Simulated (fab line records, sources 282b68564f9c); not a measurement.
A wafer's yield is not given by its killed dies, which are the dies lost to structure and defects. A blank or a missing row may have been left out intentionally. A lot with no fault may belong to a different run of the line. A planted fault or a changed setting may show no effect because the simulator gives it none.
Chamber matching / flow rit-cmos / 4 sister chambers for RIT_CONTACT_ETCH_11 on rie-diel-04
The step etches SiO2 in CHF3/CF4/Ar, stops on TiSi2, target depth 480 nm, time 320 s. 14 wafers are shown with their chamber, then 7 later ones without.

## WAFERS, EACH WITH ITS CHAMBER
wafer=L916.1; chamber=0; drypump-motor-current-A (A)=5.5; throttle-valve-pct (%)=9.03; oes-product-au (a.u.)=0.996
wafer=L916.4; chamber=1; drypump-motor-current-A (A)=5.9; throttle-valve-pct (%)=8.78; oes-product-au (a.u.)=0.996
wafer=L916.5; chamber=0; drypump-motor-current-A (A)=5.5; throttle-valve-pct (%)=9.03; oes-product-au (a.u.)=0.986
wafer=L918.2; chamber=0; drypump-motor-current-A (A)=5.5; throttle-valve-pct (%)=9.01; oes-product-au (a.u.)=0.986
wafer=L918.3; chamber=3; drypump-motor-current-A (A)=6.4; throttle-valve-pct (%)=8.84; oes-product-au (a.u.)=1.002
wafer=L918.6; chamber=0; drypump-motor-current-A (A)=5.5; throttle-valve-pct (%)=9.03; oes-product-au (a.u.)=0.997
wafer=L919.2; chamber=2; drypump-motor-current-A (A)=5.7; throttle-valve-pct (%)=8.90; oes-product-au (a.u.)=0.965
wafer=L919.3; chamber=3; drypump-motor-current-A (A)=6.4; throttle-valve-pct (%)=8.86; oes-product-au (a.u.)=1.007
wafer=L919.6; chamber=0; drypump-motor-current-A (A)=5.5; throttle-valve-pct (%)=9.01; oes-product-au (a.u.)=0.987
wafer=L921.1; chamber=1; drypump-motor-current-A (A)=5.9; throttle-valve-pct (%)=8.79; oes-product-au (a.u.)=0.996
wafer=L921.3; chamber=2; drypump-motor-current-A (A)=5.6; throttle-valve-pct (%)=8.89; oes-product-au (a.u.)=0.969
wafer=L921.6; chamber=1; drypump-motor-current-A (A)=5.9; throttle-valve-pct (%)=8.78; oes-product-au (a.u.)=0.995
wafer=L926.2; chamber=1; drypump-motor-current-A (A)=5.9; throttle-valve-pct (%)=8.79; oes-product-au (a.u.)=0.988
wafer=L926.3; chamber=2; drypump-motor-current-A (A)=5.6; throttle-valve-pct (%)=8.87; oes-product-au (a.u.)=0.970

SIGNATURES (averages over the wafers above)
reading=drypump-motor-current-A; chamber 0=5.500; chamber 1=5.900; chamber 2=5.633; chamber 3=6.400; scatter within a chamber=0.0258
reading=throttle-valve-pct; chamber 0=9.0220; chamber 1=8.7850; chamber 2=8.8867; chamber 3=8.8500; scatter within a chamber=0.0112
reading=oes-product-au; chamber 0=0.99040; chamber 1=0.99375; chamber 2=0.96800; chamber 3=1.00450; scatter within a chamber=0.00443
Rule: distance of a wafer from a chamber = root of the sum over the readings of ((wafer's reading minus chamber's mean) / reading's scatter) squared. The wafer belongs to the nearest chamber; if the next one is less than 2 further off, it can't be placed. The scatter is the square root of a quotient: the sum, over the shown wafers, of each reading's squared deviation from its chamber's mean, divided by wafers minus chambers.

## WAFERS WHOSE CHAMBER IS MISSING
wafer=L926.6; drypump-motor-current-A (A)=5.6; throttle-valve-pct (%)=8.88; oes-product-au (a.u.)=0.959
wafer=L927.1; drypump-motor-current-A (A)=5.9; throttle-valve-pct (%)=8.77; oes-product-au (a.u.)=0.984
wafer=L927.2; drypump-motor-current-A (A)=5.5; throttle-valve-pct (%)=9.03; oes-product-au (a.u.)=0.995
wafer=L927.3; drypump-motor-current-A (A)=6.4; throttle-valve-pct (%)=8.85; oes-product-au (a.u.)=1.005
wafer=L930.1; drypump-motor-current-A (A)=6.4; throttle-valve-pct (%)=8.86; oes-product-au (a.u.)=1.004
wafer=L930.3; drypump-motor-current-A (A)=5.9; throttle-valve-pct (%)=8.78; oes-product-au (a.u.)=0.994
wafer=L930.4; drypump-motor-current-A (A)=5.6; throttle-valve-pct (%)=9.03; oes-product-au (a.u.)=0.995

## EACH ONE'S CHAMBER
wafer=L926.6; from the rows above=2; in truth=2
wafer=L927.1; from the rows above=1; in truth=1
wafer=L927.2; from the rows above=0; in truth=0
wafer=L927.3; from the rows above=3; in truth=3
wafer=L930.1; from the rows above=3; in truth=3
wafer=L930.3; from the rows above=1; in truth=1
wafer=L930.4; from the rows above=0; in truth=0
Correct placement for 7 of the 7. Left unplaced by these rows: 0. Number placed wrongly: 0.
